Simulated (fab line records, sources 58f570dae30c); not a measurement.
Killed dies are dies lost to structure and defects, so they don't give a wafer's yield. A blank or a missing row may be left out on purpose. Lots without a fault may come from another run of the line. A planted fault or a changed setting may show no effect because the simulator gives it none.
Tool commonality check | flow berkeley_cmos170 | 14 lots, 42 wafers sampled

WHY IT WAS OPENED
At UCB170_NLDD_TW_MEAS_11 the reading NLDD_TW is flagged on 2 of 14 lots. Wafers without a fault read 2238, standard deviation 35.
Rule: a lot is flagged when every wafer of it that has a number lies more than 4 standard deviations from that mean, or none has a number. The other lots count as sound.

lot  | measured     | on            | NLDD_TW, wafer by wafer | flag
L386 | day 5 22:40  | film_metro-02 | 2293 2298 2303          |
L387 | day 5 23:14  | film_metro-01 | 2213 2214 2217          |
L390 | day 6 17:01  | film_metro-01 | 2212 2201 2214          |
L388 | day 6 17:14  | film_metro-03 | 30 30 30                | FLAGGED
L391 | day 7 08:30  | film_metro-02 | 31 31 31                | FLAGGED
L393 | day 7 15:41  | film_metro-02 | 2279 2285 2289          |
L398 | day 9 04:23  | film_metro-01 | 2213 2207 2230          |
L401 | day 9 15:56  | film_metro-01 | 2206 2193 2205          |
L403 | day 10 05:59 | film_metro-03 | 2247 2238 2248          |
L405 | day 10 06:58 | film_metro-03 | 2238 2239 2242          |
L402 | day 10 07:08 | film_metro-02 | 2281 2277 2288          |
L406 | day 10 18:15 | film_metro-03 | 2245 2240 2235          |
L407 | day 11 02:46 | film_metro-01 | 2213 2219 2218          |
L408 | day 11 02:49 | film_metro-02 | 2295 2298 2301          |
The numbers of the flagged lots are 30 on average: -2208 against the usual, or -63 standard deviations.

WHICH TOOL RAN EACH LOT
The record holds 2 process steps before the reading, out of a route of 331 steps. In each cell: the tool, then ch and the chambers that the sampled wafers went through, then the start.
lot  | flag    | UCB170_PFIELD_STRIP_08              | UCB170_NLDD_DEVELOP_05
L386 |         | plasma_asher-02 ch 0,1, day 4 03:22 | litho_track-01 ch 0, day 5 21:00
L387 |         | plasma_asher-01 ch 0,1, day 4 03:07 | litho_track-01 ch 0, day 5 22:00
L390 |         | plasma_asher-03 ch 0,1, day 4 18:04 | litho_track-02 ch 0, day 6 16:00
L388 | FLAGGED | plasma_asher-02 ch 0,1, day 4 18:14 | litho_track-01 ch 0, day 6 16:00
L391 | FLAGGED | plasma_asher-01 ch 0,1, day 5 04:28 | litho_track-01 ch 0, day 7 07:00
L393 |         | plasma_asher-01 ch 0,1, day 5 16:01 | litho_track-02 ch 0, day 7 15:00
L398 |         | plasma_asher-02 ch 0,1, day 6 19:10 | litho_track-03 ch 0, day 9 03:00
L401 |         | plasma_asher-02 ch 0, day 7 06:58   | litho_track-03 ch 0, day 9 15:00
L403 |         | plasma_asher-03 ch 0,1, day 8 02:58 | litho_track-01 ch 0, day 10 05:00
L405 |         | plasma_asher-02 ch 0, day 8 03:56   | litho_track-01 ch 0, day 10 06:00
L402 |         | plasma_asher-01 ch 0,1, day 7 18:09 | litho_track-03 ch 0, day 10 06:00
L406 |         | plasma_asher-03 ch 0,1, day 8 22:43 | litho_track-01 ch 0, day 10 17:00
L407 |         | plasma_asher-03 ch 0,1, day 9 04:05 | litho_track-03 ch 0, day 11 02:00
L408 |         | plasma_asher-03 ch 0,1, day 9 03:57 | litho_track-02 ch 0, day 11 02:00
What these steps do:
- UCB170_PFIELD_STRIP_08: strips in O2.
- UCB170_NLDD_DEVELOP_05: develop time 45 s.
- UCB170_NLDD_TW_MEAS_11

FLAGGED OVER TOTAL, TOOL BY TOOL (the gauges that took the reading come last)
step                   | tool            | lots run | flagged | share of the flagged lots | sound lots run after its first flagged lot
UCB170_PFIELD_STRIP_08 | plasma_asher-01 | 4        | 1       | some                      | 2 (L393,L402)
UCB170_PFIELD_STRIP_08 | plasma_asher-02 | 5        | 1       | some                      | 3 (L398,L401,L405)
UCB170_PFIELD_STRIP_08 | plasma_asher-03 | 5        | 0       | none                      | -
UCB170_NLDD_DEVELOP_05 | litho_track-01  | 7        | 2       | all                       | 3 (L403,L405,L406)
UCB170_NLDD_DEVELOP_05 | litho_track-02  | 3        | 0       | none                      | -
UCB170_NLDD_DEVELOP_05 | litho_track-03  | 4        | 0       | none                      | -
UCB170_NLDD_TW_MEAS_11 | film_metro-01   | 5        | 0       | none                      | -
UCB170_NLDD_TW_MEAS_11 | film_metro-02   | 5        | 1       | some                      | 3 (L393,L402,L408)
UCB170_NLDD_TW_MEAS_11 | film_metro-03   | 4        | 1       | some                      | 3 (L403,L405,L406)

WHAT THE TABLE ALLOWS
1 row of the table ran every flagged lot: litho_track-01 at UCB170_NLDD_DEVELOP_05.
- litho_track-01 at UCB170_NLDD_DEVELOP_05: 2 of its 7 lots flagged. Sound lots ran on it after the first flagged one (L403, L405, L406), which a lasting fault on the whole tool wouldn't allow.
No row of the table ran every flagged lot and no sound lot after the first.

WHAT THE SIMULATOR HAD PUT IN
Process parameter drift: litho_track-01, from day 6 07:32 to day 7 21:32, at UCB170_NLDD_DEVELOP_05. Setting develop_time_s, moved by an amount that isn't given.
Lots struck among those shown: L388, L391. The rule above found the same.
